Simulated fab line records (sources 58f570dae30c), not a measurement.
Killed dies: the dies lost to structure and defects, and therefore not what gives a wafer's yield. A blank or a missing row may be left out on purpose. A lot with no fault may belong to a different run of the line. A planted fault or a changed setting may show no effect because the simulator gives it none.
fab line records	flow berkeley_cmos170
[record] lots = 5	wafers = 15	last_day = 12
route steps=331 shown CONTACT@232 M1@238 M3@331
lots untouched by any fault: they come from a run of this same line in which no faults occurred
start_h: start of the lot's first displayed wafer, in hours after the record's first day	wait_h: hours elapsed since this lot's preceding step	" identical to the entry in the row above	L1.1+2: a single row standing in for several wafers	- no value, or no start was given	* or withheld: withheld	< > ~ a bound
route shown NAME@n: names a module that has steps shown in the file, with the first one's number in the route	usual: mean and standard deviation over wafers with no fault	same: alike in all rows	chamber/n: place in a boat	sites: readings site by site	_std_site: their standard deviation	_edge_site: inner sites' mean taken away from outer sites' mean	radius_mm: how far each site lies from the wafer's centre	mask NAME#n: copy n	behind: the last tool/chamber to shape the wafer	hold: what put the lot on hold/how long, in hours/how the hold closed	device: whichever transistor did not switch (one of n, p or np)	end of line: tests of these same wafers at the route's end	where a step has no rows: the recipe by itself	killed: count of dies lost to structure and defects at first sort (not the wafer's yield)	map: a wafer's dies, x killed, . not, _ none there
set.NAME: the setting as run; set.NAME@STEP: as run at that earlier step	model.NAME: the simulator's own value behind a step, which no gauge read
certain route steps with their lots: each step a table, each wafer a row
services: a tool's chamber out of use, with start hour (start_h, from the record's first day; less than 0 if before it), hours out, and reason
[[steps]]
[step UCB170_CONTACT_OVL_MEAS_16]
[usual] CONTACT_OVL = 2/5.5
lot.wafer	tool	chamber	start_h	wait_h	CONTACT_OVL[nm]
L235.2	overlay-01	-	184.03	0.1	4
L235.3	"	-	"	"	0
L235.5	"	-	"	"	6
L237.1	overlay-01	-	202.09	0.1	5
L237.3	"	-	"	"	-1
L237.5	"	-	"	"	2
L238.2	overlay-02	-	202.90	0.1	9
L238.5	"	-	"	"	10
L238.6	"	-	"	"	6
L246.1	overlay-02	-	246.84	0.1	18
L246.2	"	-	"	"	13
L246.6	"	-	"	"	16
L249.1	overlay-01	-	261.20	0.1	-1
L249.2	"	-	"	"	-3
L249.5	"	-	"	"	4
[step UCB170_CONTACT_ETCH_17]
[recipe] chemistry = N2/H2	target_depth_a = withheld	overetch_a = withheld	target = BARC	time_s = withheld	source_w = 500	bias_w = 100	pressure_mtorr = 30	n2_flow_sccm = 100	h2_flow_sccm = 200
[usual] drypump_motor_current_A = 5.7/0.59	oes_product_au = 0.998/0.024	throttle_valve_pct = 13.28/0.15
lot.wafer	tool	chamber	start_h	wait_h	drypump_motor_current_A	oes_product_au	throttle_valve_pct
L235.2	rie_diel-01	1	184.06	0.0	6.3	1.025	13.27
L235.3	"	0	"	"	5.4	0.997	13.43
L235.5	"	3	"	"	5.0	0.967	13.02
L237.1	rie_diel-03	3	202.13	0.0	5.0	0.976	13.32
L237.3	"	2	"	"	6.3	1.016	13.23
L237.5	"	0	"	"	6.3	1.037	13.31
L238.2	rie_diel-01	1	202.93	0.0	6.2	1.041	13.29
L238.5	"	0	"	"	5.4	1.005	13.41
L238.6	"	1	"	"	6.2	1.033	13.27
L246.1	rie_diel-01	3	246.88	0.0	5.0	0.967	13.00
L246.2	"	1	"	"	6.2	1.036	13.27
L246.6	"	2	"	"	5.2	1.000	13.08
L249.1	rie_diel-04	3	261.24	0.0	4.8	0.971	13.42
L249.2	"	2	"	"	5.7	1.004	13.49
L249.5	"	0	"	"	5.6	1.019	13.12
[step UCB170_CONTACT_ETCH_18]
[recipe] chemistry = CHF3/CF4/Ar	target = PSG	stop_on = TiSi2	CHF3_flow_sccm = 45	cf4_flow_sccm = 15	Ar_flow_sccm = 150	pressure_mtorr = 200	rf_w = 700	target_depth_a = 8400	over_etch_frac = 0.2	time_s = 195
[usual] drypump_motor_current_A = 5.7/0.6	oes_product_au = 0.896/0.012	throttle_valve_pct = 6.93/0.1
[same] over_etch_frac = 0.2
lot.wafer	tool	chamber	start_h	wait_h	drypump_motor_current_A	oes_product_au	rf_hours_counter_h	throttle_valve_pct
L235.2	rie_diel-01	1	-	-	6.3	0.911	126	6.84
L235.3	"	0	"	"	5.4	0.916	116	7.00
L235.5	"	3	"	"	5.0	0.885	-	6.80
L237.1	rie_diel-03	3	-	-	5.0	0.867	107	6.98
L237.3	"	2	"	"	6.3	0.909	20	6.87
L237.5	"	0	"	"	6.3	0.908	-	6.93
L238.2	rie_diel-01	1	-	-	6.3	0.892	127	6.83
L238.5	"	0	"	"	5.4	0.885	-	7.02
L238.6	"	1	"	"	6.3	0.889	-	6.83
L246.1	rie_diel-01	3	-	-	4.9	0.885	122	6.80
L246.2	"	1	"	"	6.2	0.905	129	6.83
L246.6	"	2	"	"	5.3	0.919	-	6.83
L249.1	rie_diel-04	3	-	-	4.8	0.884	70	7.08
L249.2	"	2	"	"	5.7	0.884	21	7.03
L249.5	"	0	"	"	5.6	0.881	-	6.80
[step UCB170_CONTACT_STRIP_19]
[recipe] chemistry = O2	power_w = 400	pressure_mtorr = 3500	platen_temp_c = withheld	o2_flow_sccm = 400	overash_fraction = 0.5
[usual] drypump_motor_current_A = 5.31/0.25	oes_product_au = 0.725/0.0046
lot.wafer	tool	chamber	start_h	wait_h	drypump_motor_current_A	oes_product_au	rf_hours_counter_h
L235.2	plasma_asher-03	1	184.22	-	5.71	0.725	41
L235.3	"	1	"	"	5.69	0.725	-
L235.5	"	1	"	"	5.71	0.714	-
L237.1	plasma_asher-04	0	202.30	-	5.47	0.724	8
L237.3	"	0	"	"	5.46	0.729	-
L237.5	"	0	"	"	5.46	0.720	-
L238.2	plasma_asher-04	0	203.10	-	5.45	0.721	8
L238.5	"	1	"	"	5.44	0.717	-
L238.6	"	0	"	"	5.44	0.727	-
L246.1	plasma_asher-04	0	247.04	-	5.48	0.726	13
L246.2	"	1	"	"	5.45	0.734	13
L246.6	"	1	"	"	5.46	0.730	-
L249.1	plasma_asher-03	0	261.40	-	4.89	0.725	50
L249.2	"	1	"	"	5.73	0.722	50
L249.5	"	1	"	"	5.73	0.733	-
[step UCB170_CONTACT_CD_MEAS_90]
[recipe] target_cd_nm = 700
[usual] cd_nm = 699.9/1.4
lot.wafer	tool	chamber	start_h	wait_h	cd_nm
L235.2	cd_sem-02	-	184.34	0.1	699.8
L235.3	"	-	"	"	698.5
L235.5	"	-	"	"	698.9
L237.1	cd_sem-01	-	202.40	0.1	699.3
L237.3	"	-	"	"	700.9
L237.5	"	-	"	"	700.9
L238.2	cd_sem-01	-	203.22	0.1	700.8
L238.5	"	-	"	"	700.2
L238.6	"	-	"	"	700.5
L246.1	cd_sem-01	-	247.14	0.1	698.7
L246.2	"	-	"	"	700.5
L246.6	"	-	"	"	699.0
L249.1	cd_sem-01	-	261.50	0.1	700.0
L249.2	"	-	"	"	702.3
L249.5	"	-	"	"	703.3
[step UCB170_CONTACT_CLEAN_20]
[recipe] chemistry = SPM	temp_c = 120	time_s = 600
[step UCB170_M1_SPUTTER_00]
[recipe] material = Al	target_thk_nm = 600	time_s = 80	power_w = 6000	chamber_pressure_pa = 0.5
[usual] throttle_valve_pct = 30.0/1
lot.wafer	tool	chamber	start_h	wait_h	throttle_valve_pct
L235.2	pvd_sputter-01	-	184.62	0.0	27.8
L235.3	"	-	"	"	29.9
L235.5	"	-	"	"	29.8
L237.1	pvd_sputter-01	-	202.73	0.0	27.9
L237.3	"	-	"	"	30.4
L237.5	"	-	"	"	30.4
L238.2	pvd_sputter-01	-	203.50	0.0	29.7
L238.5	"	-	"	"	30.3
L238.6	"	-	"	"	30.1
L246.1	pvd_sputter-04	-	247.45	0.0	30.7
L246.2	"	-	"	"	31.5
L246.6	"	-	"	"	30.8
L249.1	pvd_sputter-01	-	261.80	0.0	30.0
L249.2	"	-	"	"	28.2
L249.5	"	-	"	"	30.2
[step UCB170_M1_RS_MEAS_01]
[recipe] thk_meas_gauge = four-point-probe	reads = Al_of_M1_SPUTTER_00
[usual] M1_AL_RS = 0.0487/0.00049
lot.wafer	tool	chamber	start_h	wait_h	M1_AL_RS[ohm/sq]
L235.2	film_metro-01	-	184.70	0.1	0.0487
L235.3	"	-	"	"	0.0491
L235.5	"	-	"	"	0.0490
L237.1	film_metro-02	-	202.79	0.0	0.0485
L237.3	"	-	"	"	0.0489
L237.5	"	-	"	"	0.0484
L238.2	film_metro-02	-	203.58	0.1	0.0492
L238.5	"	-	"	"	0.0490
L238.6	"	-	"	"	0.0493
L246.1	film_metro-03	-	247.52	0.0	0.0491
L246.2	"	-	"	"	0.0499
L246.6	"	-	"	"	0.0495
L249.1	film_metro-01	-	261.86	0.0	0.0490
L249.2	"	-	"	"	0.0482
L249.5	"	-	"	"	0.0489
[step UCB170_M1_THK_MEAS_02]
[recipe] thk_meas_gauge = xrf	reads = Al_of_M1_SPUTTER_00
[usual] M1_AL_THK = 602/6.9
lot.wafer	tool	chamber	start_h	wait_h	M1_AL_THK[nm]
L235.2	film_metro-01	-	184.81	0.1	606
L235.3	"	-	"	"	602
L235.5	"	-	"	"	602
L237.1	film_metro-02	-	202.91	0.1	605
L237.3	"	-	"	"	599
L237.5	"	-	"	"	607
L238.2	film_metro-02	-	203.69	0.1	603
L238.5	"	-	"	"	597
L238.6	"	-	"	"	594
L246.1	film_metro-03	-	247.64	0.1	594
L246.2	"	-	"	"	586
L246.6	"	-	"	"	589
L249.1	film_metro-01	-	261.98	0.1	600
L249.2	"	-	"	"	613
L249.5	"	-	"	"	604
[step UCB170_M1_COAT_03]
[recipe] resist = BARC	temp_c = withheld	time_s = withheld	spin_rpm = 3000	resist_thk_nm = withheld
[step UCB170_M1_COAT_04]
[recipe] resist = KrF	spin_rpm = 1500	resist_thk_nm = 900
[step UCB170_M1_SOFTBAKE_05]
[recipe] resist = KrF	temp_c = 130	time_s = 60
[step UCB170_M1_EXPOSE_06]
[recipe] mask_id = METAL1	target_cd_nm = 700	na = 0.5	sigma_outer = 0.6	source_shape = conventional	dose_mj = 21
[usual] exposure_dose_mJ_cm2 = 21.000/0.023
lot.wafer	tool	chamber	start_h	wait_h	mask	exposure_dose_mJ_cm2
L235.2	krf_scanner-02	0	185.45	-	METAL1#0	21.000
L235.3	"	0	"	"	METAL1#0	21.010
L235.5	"	0	"	"	METAL1#0	20.972
L237.1	krf_scanner-01	0	203.76	-	METAL1#0	21.040
L237.3	"	0	"	"	METAL1#0	21.036
L237.5	"	0	"	"	METAL1#0	21.003
L238.2	krf_scanner-01	0	204.68	-	METAL1_R1#0	21.003
L238.5	"	0	"	"	METAL1_R1#0	20.994
L238.6	"	0	"	"	METAL1_R1#0	20.981
L246.1	krf_scanner-02	0	248.27	-	METAL1#0	20.979
L246.2	"	0	"	"	METAL1#0	20.981
L246.6	"	0	"	"	METAL1#0	20.976
L249.1	krf_scanner-02	0	263.09	-	METAL1#0	20.985
L249.2	"	0	"	"	METAL1#0	21.000
L249.5	"	0	"	"	METAL1#0	21.001
[step UCB170_M1_PEB_07]
[recipe] peb_temp_c = 130	peb_time_s = withheld	resist = KrF
[step UCB170_M1_DEVELOP_08]
[recipe] developer = TMAH	develop_time_s = 45	resist = KrF	dev_temp_c = 21
[step UCB170_M1_CD_MEAS_09]
[recipe] target_cd_nm = 700
[usual] cd_nm = 700.3/1.3
lot.wafer	tool	chamber	start_h	wait_h	cd_nm
L235.2	cd_sem-01	-	185.85	-	698.2
L235.3	"	-	"	"	698.6
L235.5	"	-	"	"	698.6
L237.1	cd_sem-02	-	204.70	-	700.0
L237.3	"	-	"	"	699.0
L237.5	"	-	"	"	700.8
L238.2	cd_sem-01	-	205.54	-	614.0
L238.5	"	-	"	"	613.2
L238.6	"	-	"	"	613.0
L246.1	cd_sem-02	-	248.66	-	702.9
L246.2	"	-	"	"	702.6
L246.6	"	-	"	"	703.1
L249.1	cd_sem-02	-	264.16	-	700.0
L249.2	"	-	"	"	700.4
L249.5	"	-	"	"	699.7
[step UCB170_M1_OVL_MEAS_10]
[usual] M1_OVL = 1/5.6
lot.wafer	tool	chamber	start_h	wait_h	M1_OVL[nm]
L235.2	overlay-01	-	185.95	0.1	1
L235.3	"	-	"	"	4
L235.5	"	-	"	"	1
L237.1	overlay-02	-	204.82	0.1	13
L237.3	"	-	"	"	9
L237.5	"	-	"	"	16
L238.2	overlay-02	-	205.65	0.1	7
L238.5	"	-	"	"	8
L238.6	"	-	"	"	20
L246.1	overlay-02	-	248.78	0.1	0
L246.2	"	-	"	"	2
L246.6	"	-	"	"	-3
L249.1	overlay-01	-	264.28	0.1	0
L249.2	"	-	"	"	4
L249.5	"	-	"	"	5
[step UCB170_M1_ETCH_11]
[recipe] chemistry = N2/H2	target_depth_a = withheld	overetch_a = withheld	target = BARC	time_s = withheld	source_w = 500	bias_w = 100	pressure_mtorr = 30	n2_flow_sccm = 100	h2_flow_sccm = 200
[usual] drypump_motor_current_A = 5.7/0.54	oes_product_au = 0.996/0.023	throttle_valve_pct = 13.23/0.17
lot.wafer	tool	chamber	start_h	wait_h	drypump_motor_current_A	oes_product_au	throttle_valve_pct	model.M1.cd_nm
L235.2	rie_diel-02	3	185.98	0.0	6.2	0.972	12.96	699.2
L235.3	"	2	"	"	6.1	1.011	13.11	699.1
L235.5	"	0	"	"	5.6	0.973	13.50	698.5
L237.1	rie_diel-02	2	204.85	0.0	6.1	1.027	13.09	699.5
L237.3	"	1	"	"	5.2	0.984	13.26	698.9
L237.5	"	0	"	"	5.6	0.990	13.52	700.4
L238.2	rie_diel-02	2	205.68	0.0	6.1	1.020	13.08	614.2
L238.5	"	0	"	"	5.5	0.983	13.49	613.5
L238.6	"	1	"	"	5.2	0.990	13.25	613.2
L246.1	rie_diel-01	1	248.82	0.0	6.3	1.029	13.26	702.7
L246.2	"	2	"	"	5.2	0.997	13.06	703.3
L246.6	"	3	"	"	5.0	0.963	13.02	703
L249.1	rie_diel-02	1	264.32	0.0	5.2	0.988	13.24	700.3
L249.2	"	2	"	"	6.1	1.012	13.10	701.2
L249.5	"	1	"	"	5.2	0.981	13.26	700.4
[step UCB170_M1_METAL_ETCH_12]
[recipe] chemistry = Cl2/BCl3	target = Al	stop_on = PSG	pressure_mtorr = 12	target_depth_a = 7800	over_etch_frac = 0.3	time_s = 130	icp_w = 600	bias_w = 120	Cl2_flow_sccm = 90	bcl3_flow_sccm = 45
[usual] drypump_motor_current_A = 5.7/0.52	oes_product_au = 0.846/0.01	throttle_valve_pct = 24.37/0.19
[same] over_etch_frac = 0.3
lot.wafer	tool	chamber	start_h	wait_h	drypump_motor_current_A	oes_product_au	rf_hours_counter_h	throttle_valve_pct	model.M1.cd_nm
L235.2	rie_metal-01	0	186.07	-	5.1	0.840	-	24.05	700.8
L235.3	"	0	"	"	5.1	0.832	-	24.07	701.5
L235.5	"	0	"	"	5.1	0.825	-	24.05	698.5
L237.1	rie_metal-04	1	204.90	-	6.0	0.859	1	24.35	698.6
L237.3	"	1	"	"	6.0	0.853	-	24.34	697.6
L237.5	"	1	"	"	6.0	0.847	-	24.35	698.9
L238.2	rie_metal-02	1	205.72	-	6.4	0.844	5	24.30	615.2
L238.5	"	0	"	"	5.3	0.851	-	24.62	614.2
L238.6	"	1	"	"	6.4	0.833	-	24.28	613.4
L246.1	rie_metal-01	0	248.86	-	5.1	0.824	4	24.08	704.9
L246.2	"	1	"	"	5.2	0.837	1	24.45	704.9
L246.6	"	0	"	"	5.0	0.827	-	24.08	703.6
L249.1	rie_metal-04	0	264.36	-	6.1	0.852	5	24.59	698
L249.2	"	1	"	"	6.0	0.850	3	24.34	701.2
L249.5	"	1	"	"	6.0	0.851	-	24.33	698.8
[step UCB170_M1_STRIP_13]
[recipe] chemistry = O2	power_w = 400	pressure_mtorr = 3500	platen_temp_c = withheld	o2_flow_sccm = 400	overash_fraction = 0.5
[usual] drypump_motor_current_A = 5.3/0.32	oes_product_au = 0.721/0.0048
lot.wafer	tool	chamber	start_h	wait_h	drypump_motor_current_A	oes_product_au	rf_hours_counter_h
L235.2	plasma_asher-01	0	186.29	0.2	5.4	0.714	46
L235.3	"	0	"	"	5.4	0.717	-
L235.5	"	1	"	"	5.8	0.714	-
L237.1	plasma_asher-01	1	205.03	0.1	5.8	0.717	48
L237.3	"	1	"	"	5.7	0.730	-
L237.5	"	0	"	"	5.4	0.726	-
L238.2	plasma_asher-03	0	205.86	0.1	4.9	0.719	43
L238.5	"	0	"	"	4.9	0.721	-
L238.6	"	1	"	"	5.7	0.709	-
L246.1	plasma_asher-03	0	248.99	0.1	4.9	0.726	48
L246.2	"	1	"	"	5.7	0.728	48
L246.6	"	0	"	"	4.9	0.717	-
L249.1	plasma_asher-03	0	264.49	0.1	4.9	0.720	51
L249.2	"	1	"	"	5.7	0.723	51
L249.5	"	1	"	"	5.7	0.718	-
[step UCB170_M3_PROBE_99]
lot.wafer	tool	chamber	start_h	wait_h	model.etest.m1.width_nm
L235.2	prober-01	-	198.87	0.1	706.8
L235.3	prober-01	-	198.92	0.2	705.1
L235.5	prober-01	-	199.02	0.2	699.7
L237.1	prober-01	-	217.64	0.1	697.5
L237.3	prober-01	-	217.74	0.2	695.7
L237.5	prober-01	-	217.84	0.2	698
L238.2	prober-01	-	219.19	0.1	619.5
L238.5	prober-01	-	219.34	0.2	611
L238.6	prober-01	-	219.39	0.2	612.4
L246.1	prober-02	-	262.65	0.1	707.3
L246.2	prober-02	-	262.70	0.1	702.9
L246.6	prober-02	-	262.90	0.2	697.6
L249.1	prober-02	-	279.41	0.1	698.2
L249.2+5	prober-02	-	279.46	0.1	697.8
// killed by level:class
L235.2 FIELD:geometric_particle:short=1 GATE:geometric_particle:open=1 ACTIVE:area_etch=1
L235.3 GATE:geometric_particle:short=2 V2:geometric_particle:open=1
L235.5 GATE:geometric_particle:short=1 V1:geometric_particle:short=1
L237.1 ACTIVE:area_etch=2 GATE:geometric_particle:short=1 SILICIDE:geometric_particle:open=1
L237.3 ACTIVE:geometric_particle:open=1 FIELD:geometric_particle:open=1 M3:geometric_particle:short=1
L246.1 GATE:geometric_particle:open=1 V1:geometric_particle:short=1 V2:geometric_particle:short=1
L246.2 SILICIDE:geometric_particle:open=2 V1:geometric_particle:short=1
L246.6 M1:geometric_particle:short=2 GATE:geometric_particle:short=1 V1:geometric_particle:short=1
L249.1 WELLDRIVE:geometric_particle:short=1 FIELD:geometric_particle:open=1 SPACER:geometric_particle:open=1 M1:geometric_particle:open=1 M2:geometric_particle:short=1
L249.2 SILICIDE:geometric_particle:open=1 V1:geometric_particle:short=1 M3:geometric_particle:short=1
L249.5 ACTIVE:geometric_particle:short=1 GATE:geometric_particle:short=1 SILICIDE:geometric_particle:short=1 CONTACT:geometric_particle:short=1 V1:geometric_particle:open=1
[[services]]
tool	chamber	start_h	hours	kind
pvd_sputter-01	-	177.48	6.9	repair
rie_diel-04	1	177.78	5.5	repair
rie_metal-01	1	178.11	-	clean
rie_metal-01	1	178.11	16.0	scheduled_down
krf_scanner-01	-	182.78	1.7	repair
plasma_asher-04	-	183.36	3.0	repair
rie_diel-04	2	184.69	5.2	repair
plasma_asher-04	-	185.76	2.0	repair
pvd_sputter-04	-	194.01	31.4	repair
rie_diel-04	1	199.88	3.4	repair
krf_scanner-02	-	200.80	0.6	repair
rie_diel-03	3	202.35	9.5	repair
krf_scanner-02	-	210.04	5.0	repair
rie_diel-01	3	211.48	8.5	repair
pvd_sputter-01	-	219.98	0.5	repair
rie_diel-01	1	221.75	2.8	repair
pvd_sputter-01	-	227.02	1.1	repair
rie_diel-03	-	236.35	0.4	repair
rie_diel-02	1	240.04	3.7	repair
rie_diel-04	1	255.65	8.1	repair
krf_scanner-01	-	256.96	1.1	repair
rie_diel-01	0	260.66	6.4	repair
krf_scanner-01	-	262.62	4.0	pm
rie_diel-02	3	264.34	6.8	repair
[[key]]
[first_sign] step = UCB170_M1_EXPOSE_06	reading = mask	direction = changed
[effect] step = UCB170_M1_CD_MEAS_09	reading = cd_nm	direction = down	sigmas = 66	usual = 700.3	struck = 613.4
[model_effect] step = UCB170_M1_ETCH_11	value = M1.cd_nm	without = 697.6	struck = 613.6
[model_effect] step = UCB170_M1_METAL_ETCH_12	value = M1.cd_nm	without = 698.3	struck = 614.3
[model_effect] step = UCB170_M3_PROBE_99	value = etest.m1.width_nm	without = 698.3	struck = 614.3
met_at UCB170_M1_EXPOSE_06
struck_wafers L238.2,L238.5,L238.6
sort_left_out L238.2,L238.5,L238.6
onset_between 203.76 204.68
[fault] kind = wrong_mask	tool = any	chamber = -	onset_h = 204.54	steps = UCB170_M1_EXPOSE_06	aux_copy = METAL1_R1#0	cd_offset_nm = -84	scope = struck_lots_only
// sort_left_out: the simulated sort isn't trusted on such a fault, so these wafers' sort isn't shown, and their yield isn't known
